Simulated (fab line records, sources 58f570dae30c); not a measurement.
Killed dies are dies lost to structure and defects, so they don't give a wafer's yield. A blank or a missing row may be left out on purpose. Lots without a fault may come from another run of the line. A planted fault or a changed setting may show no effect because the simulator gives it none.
Which tool did it? | flow berkeley_cmos170 | 7 lots, 21 wafers sampled, at 1 step of a route of 331

WHAT THE GAUGES READ, wafer by wafer
UCB170_PFIELD_OVL_MEAS_06.
lot  | measured    | on         | PFIELD_OVL (nm)
L641 | day 6 18:41 | overlay-01 | 10 6 8
L647 | day 7 16:26 | overlay-02 | 4 3 6
L649 | day 8 05:55 | overlay-01 | 0 -2 2
L650 | day 8 09:10 | overlay-02 | -8 6 -9
L652 | day 9 01:06 | overlay-02 | 0 3 1
L655 | day 9 12:42 | overlay-02 | -5 -8 -3
L656 | day 9 21:32 | overlay-01 | -7 -4 -5

WHICH TOOL RAN EACH LOT (tool, then ch and the chambers of the sampled wafers, then the start)
The record holds no process step before these readings.

THE ANSWER, worked out from the rows above alone
Rule: what is usual is taken from the lots themselves. Put in order of their means at a reading, lots are off if they are a third of the lots or fewer, leave a main group of 4 or more, and stand apart from it by a gap of 3 or more times the standard deviation of the main group's means; of several such gaps the widest counts. A main group whose means are all the same, to the digits that the tables above print for the reading, isn't used. A lot without any number at a reading at which 4 lots or more have one is off too. The other lots that the step has rows for count as sound.
No lot is off at any reading shown: from this, nothing can be told.

WHAT THE SIMULATOR HAD PUT IN
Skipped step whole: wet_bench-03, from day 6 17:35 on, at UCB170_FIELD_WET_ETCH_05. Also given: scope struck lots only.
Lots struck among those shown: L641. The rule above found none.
